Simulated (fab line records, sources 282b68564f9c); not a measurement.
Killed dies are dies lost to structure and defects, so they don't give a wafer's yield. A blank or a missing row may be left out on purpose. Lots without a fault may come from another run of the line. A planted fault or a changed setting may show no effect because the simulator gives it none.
fab line records | flow rit_cmos
record lots=6 wafers=18 last_day=7
route steps=202 shown NLDD@107 PLDD@114 M1@202
lots that met no fault: from a run of the same line without faults
start_h: hours from the record's first day to the start of the lot's first wafer shown | wait_h: hours since the lot's step before | " the same as in the row above | L1.1+2: a row that stands for several wafers | - no value, or no start given | * or withheld: withheld | < > ~ a bound
route shown NAME@n: a module of which the file shows steps, and the number in the route of the first | usual: mean/standard deviation of fault-free wafers | same: alike in all rows | chamber/n: place in a boat | sites: the reading at each site | _std_site: their standard deviation | _edge_site: outer sites' mean less inner sites' | radius_mm: how far each site lies from the wafer's centre | mask NAME#n: copy n | behind: the tool/chamber that last shaped the wafer | hold: why the lot was held/for how many hours/how that ended | device: the transistor (n, p or np) that didn't switch | end of line: the same wafers' tests at the end of the route | a step without rows: its recipe alone | killed: dies lost to structure and defects at the first sort, not the wafer's yield | map: a wafer's dies, x killed, . not, _ none there
set.NAME: the setting as run; set.NAME@STEP: as run at that earlier step | model.NAME: the simulator's own value behind a step, which no gauge read
lots at some steps of the route; a table a step, a row a wafer
## steps
# step RIT_NLDD_PEB_04
# recipe resist=NOVOLAK temp_c=withheld time_s=withheld
# step RIT_NLDD_DEVELOP_05
# recipe resist=NOVOLAK develop_time_s=50 dev_temp_c=23
# step RIT_NLDD_OVL_MEAS_06
# usual NLDD_OVL=0.3/1.4
# columns lot.wafer tool chamber start_h wait_h NLDD_OVL[nm]
L360.2 overlay-01 - 48.08 - 0.1
L360.3 " - " " 0.2
L360.6 " - " " 0.9
L361.3 overlay-01 - 51.10 - -1.3
L361.4 " - " " 1.0
L361.6 " - " " -0.8
L364.1 overlay-01 - 64.30 - 3.0
L364.3 " - " " 1.0
L364.5 " - " " 0.6
L367.1 overlay-01 - 79.14 - -0.2
L367.2 " - " " -1.2
L367.4 " - " " 0.2
L373.1 overlay-02 - 113.06 - 4.8
L373.3 " - " " 2.8
L373.5 " - " " 0.4
L382.1 overlay-01 - 154.26 - -1.3
L382.2 " - " " 0.7
L382.3 " - " " 1.6
# step RIT_NLDD_HARDBAKE_07
# recipe resist=NOVOLAK temp_c=140 time_s=60
# step RIT_NLDD_IMPLANT_08
# recipe species=P energy_kev=20 dose_cm2=5e+14 tilt_deg=7
# step RIT_NLDD_STRIP_09
# recipe chemistry=O2 time_s=180 resist=NOVOLAK platen_temp_c=withheld power_w=500 pressure_mtorr=4000 o2_flow_sccm=4000
# usual drypump_motor_current_A=5.8/0.48
# columns lot.wafer tool chamber start_h wait_h drypump_motor_current_A rf_hours_counter_h
L360.2 plasma_asher-01 0 48.41 0.1 5.7 25
L360.3 " 1 " " 5.1 -
L360.6 " 1 " " 5.1 -
L361.3 plasma_asher-04 1 51.48 0.1 6.1 -
L361.4 " 0 " " 6.5 -
L361.6 " 1 " " 6.1 -
L364.1 plasma_asher-04 0 64.63 0.1 6.6 42
L364.3 " 1 " " 6.1 -
L364.5 " 0 " " 6.5 -
L367.1 plasma_asher-04 0 79.48 0.1 6.6 44
L367.2 " 1 " " 6.1 44
L367.4 " 0 " " 6.5 -
L373.1 plasma_asher-01 1 113.40 0.1 5.1 32
L373.3 " 1 " " 5.1 -
L373.5 " 0 " " 5.7 -
L382.1 plasma_asher-01 0 154.59 0.1 5.6 37
L382.2 " 1 " " 5.1 37
L382.3 " 0 " " 5.7 -
# step RIT_NLDD_TW_MEAS_10
# usual NLDD_TW=2484/11
# columns lot.wafer tool chamber start_h wait_h NLDD_TW
L360.2 film_metro-04 - 48.59 0.1 2482
L360.3 " - " " 2485
L360.6 " - " " 2496
L361.3 film_metro-04 - 51.61 0.1 2491
L361.4 " - " " 2499
L361.6 " - " " 2502
L364.1 film_metro-03 - 64.81 0.1 2490
L364.3 " - " " 2476
L364.5 " - " " 2476
L367.1 film_metro-02 - 79.65 0.1 2482
L367.2 " - " " 2478
L367.4 " - " " 2466
L373.1 film_metro-03 - 113.58 0.1 2489
L373.3 " - " " 2488
L373.5 " - " " 2488
L382.1 film_metro-02 - 154.77 0.1 2488
L382.2 " - " " 2461
L382.3 " - " " 2478
# step RIT_PLDD_HMDS_00
# recipe prime_time_s=60 prime_temp_c=140
# step RIT_PLDD_COAT_01
# recipe resist=NOVOLAK spin_rpm=3250 resist_thk_nm=1000
# step RIT_PLDD_SOFTBAKE_02
# recipe resist=NOVOLAK temp_c=90 time_s=60
# step RIT_PLDD_EXPOSE_03
# recipe mask_id=M8 na=0.57 target_cd_nm=40900 dose_mj=250
# step RIT_PLDD_PEB_04
# recipe resist=NOVOLAK temp_c=withheld time_s=withheld
# step RIT_PLDD_DEVELOP_05
# recipe resist=NOVOLAK develop_time_s=50 dev_temp_c=23
# usual chill_plate_temp_C=23.00/0.12 developer_temp_C=22.98/0.094
# columns lot.wafer tool chamber start_h wait_h chill_plate_temp_C developer_temp_C
L360.2 litho_track-04 0 49 - 22.96 22.84
L360.3 " 0 " " 22.79 22.81
L360.6 " 0 " " 22.83 23.04
L361.3 litho_track-02 0 52 - 23.05 23.06
L361.4 " 0 " " 22.99 23.02
L361.6 " 0 " " 22.88 23.03
L364.1 litho_track-02 0 65 - 23.10 20.66
L364.3 " 0 " " 22.94 20.58
L364.5 " 0 " " 23.15 20.67
L367.1 litho_track-02 0 80 - 23.08 20.56
L367.2 " 0 " " 23.17 20.58
L367.4 " 0 " " 23.07 20.65
L373.1 litho_track-04 0 114 - 23.12 22.79
L373.3 " 0 " " 23.02 22.97
L373.5 " 0 " " 23.06 22.93
L382.1 litho_track-04 0 155 - 23.04 22.98
L382.2 " 0 " " 23.02 23.03
L382.3 " 0 " " 23.07 23.07
# step RIT_PLDD_OVL_MEAS_06
# usual PLDD_OVL=-0.1/1.6
# columns lot.wafer tool chamber start_h wait_h PLDD_OVL[nm]
L360.2 overlay-02 - 49.50 - 0.4
L360.3 " - " " -0.3
L360.6 " - " " 0.3
L361.3 overlay-01 - 52.52 - 0.5
L361.4 " - " " -1.6
L361.6 " - " " -2.1
L364.1 overlay-01 - 65.84 - 0.1
L364.3 " - " " -1.0
L364.5 " - " " 1.2
L367.1 overlay-01 - 80.69 - 0.4
L367.2 " - " " -0.4
L367.4 " - " " -1.9
L373.1 overlay-01 - 114.49 - -0.7
L373.3 " - " " 0.4
L373.5 " - " " -0.5
L382.1 overlay-02 - 155.80 - 2.3
L382.2 " - " " 3.0
L382.3 " - " " 2.4
# step RIT_M1_PROBE_99
# usual killed_at_M0_to_M3=0.0/0.083 killed_at_contacts=0.1/0.23 killed_at_front_end=6.7/2.7 killed_dies=6.7/2.7 killed_open=3.2/1.8 killed_short=3.5/1.9
# same gross_dies=264 killed_at_M4_up=0 killed_at_back_side=0 killed_at_other=0
# columns lot.wafer tool chamber start_h wait_h killed_at_M0_to_M3 killed_at_contacts killed_at_front_end killed_dies killed_open killed_short
L360.2 prober-01 - 63.95 0.1 0 0 3 3 1 2
L360.3 prober-01 - 64.00 0.2 0 0 6 6 4 2
L360.6 prober-01 - 64.15 0.2 0 0 6 6 3 3
L361.3 prober-02 - 66.69 0.2 0 0 6 6 3 3
L361.4 prober-02 - 66.74 0.2 0 0 5 5 1 4
L361.6 prober-02 - 66.84 0.2 0 0 7 7 1 6
L364.1 prober-01 - 79.87 0.1 0 0 10 10 5 5
L364.3 prober-01 - 79.97 0.2 0 0 9 9 4 5
L364.5 prober-01 - 80.07 0.2 1 0 4 5 2 3
L367.1 prober-02 - 94.63 0.1 0 1 8 9 5 4
L367.2 prober-02 - 94.68 0.1 0 0 6 6 3 3
L367.4 prober-02 - 94.78 0.2 0 0 6 6 3 3
L373.1 prober-01 - 130.03 0.1 0 0 3 3 1 1
L373.3 prober-01 - 130.13 0.2 0 0 6 6 3 2
L373.5 prober-01 - 130.23 0.2 0 0 14 14 4 8
L382.1 prober-02 - 171.07 0.1 0 0 3 3 1 2
L382.2 prober-02 - 171.12 0.1 0 0 3 3 2 1
L382.3 prober-02 - 171.17 0.2 0 0 5 5 2 3
# killed by level:class
L360.2 GATE:geometric_particle:short=2 GATE:geometric_particle:open=1
L360.3 FOX2:geometric_particle:open=2 GATE:geometric_particle:open=1 REOX:geometric_particle:open=1 SPACER:geometric_particle:short=1 SILICIDE:geometric_particle:short=1
L360.6 GATE:geometric_particle:short=2 GATE:geometric_particle:open=1 REOX:geometric_particle:open=1 SPACER:geometric_particle:open=1 SILICIDE:geometric_particle:short=1
L361.3 GATE:geometric_particle:short=2 GATE:geometric_particle:open=2 REOX:geometric_particle:short=1 SPACER:geometric_particle:open=1
L361.4 GATE:geometric_particle:short=2 FOX2:geometric_particle:short=1 REOX:geometric_particle:short=1 SILICIDE:geometric_particle:open=1
L361.6 GATE:geometric_particle:short=4 SPACER:geometric_particle:short=2 REOX:geometric_particle:open=1
L364.1 FOX1:geometric_particle:short=2 SPACER:geometric_particle:open=2 FOX1:geometric_particle:open=1 REOX:geometric_particle:open=1 REOX:geometric_particle:short=1 SPACER:geometric_particle:short=1 SILICIDE:geometric_particle:short=1 SILICIDE:geometric_particle:open=1
L364.3 SPACER:geometric_particle:short=4 SILICIDE:geometric_particle:open=2 GATE:geometric_particle:open=1 SPACER:geometric_particle:open=1 SILICIDE:geometric_particle:short=1
L364.5 GATE:geometric_particle:short=1 REOX:geometric_particle:open=1 REOX:geometric_particle:short=1 SILICIDE:geometric_particle:open=1 M1:geometric_particle:short=1
L367.1 SILICIDE:geometric_particle:open=3 GATE:geometric_particle:short=1 REOX:geometric_particle:short=1 REOX:geometric_particle:open=1 SPACER:geometric_particle:short=1 SILICIDE:geometric_particle:short=1 CONTACT:geometric_particle:open=1
L367.2 REOX:geometric_particle:open=2 FOX2:geometric_particle:short=1 GATE:geometric_particle:open=1 REOX:geometric_particle:short=1 SILICIDE:geometric_particle:short=1
L367.4 FOX1:geometric_particle:short=2 ACTIVE:geometric_particle:open=1 REOX:geometric_particle:open=1 SPACER:geometric_particle:short=1 SILICIDE:geometric_particle:open=1
L373.1 FOX1:geometric_particle:short=1 GATE:geometric_particle:open=1 NLDD:coat_microbubble_printed=1
L373.3 GATE:geometric_particle:open=2 SPACER:geometric_particle:open=1 SPACER:geometric_particle:short=1 SILICIDE:geometric_particle:short=1 NLDD:coat_microbubble_printed=1
L373.5 GATE:geometric_particle:short=4 NLDD:coat_microbubble_printed=2 FOX1:geometric_particle:short=1 FOX1:geometric_particle:open=1 FOX2:geometric_particle:short=1 REOX:geometric_particle:short=1 REOX:geometric_particle:open=1 SPACER:geometric_particle:open=1
L382.1 GATE:geometric_particle:open=1 SPACER:geometric_particle:short=1 SILICIDE:geometric_particle:short=1
L382.2 FOX2:geometric_particle:short=1 GATE:geometric_particle:open=1 SPACER:geometric_particle:open=1
L382.3 SPACER:geometric_particle:short=2 SILICIDE:geometric_particle:open=2 SILICIDE:geometric_particle:short=1
## key
first_sign step=RIT_PLDD_DEVELOP_05 reading=developer_temp_C direction=down sigmas=25 usual=* struck=*
effect none on later readings
met_at RIT_PLDD_DEVELOP_05
struck_wafers L364.1,L364.3,L364.5,L367.1,L367.2,L367.4
tester_left_out L364,L367
onset_between 52 65
fault kind=process_parameter_drift tool=litho_track-02 chamber=- onset_h=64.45 steps=RIT_PLDD_DEVELOP_05 channel=dev_temp_c offset=* shape=step end_h=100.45 acts_in=* stated=*
# tester_left_out: of these lots the tester's yield and bins aren't shown, on N5 and GAA mostly nor the transistor test; their killed dies are dies lost to structure and defects alone, not to doping, threshold or leakage, so they don't give the yield
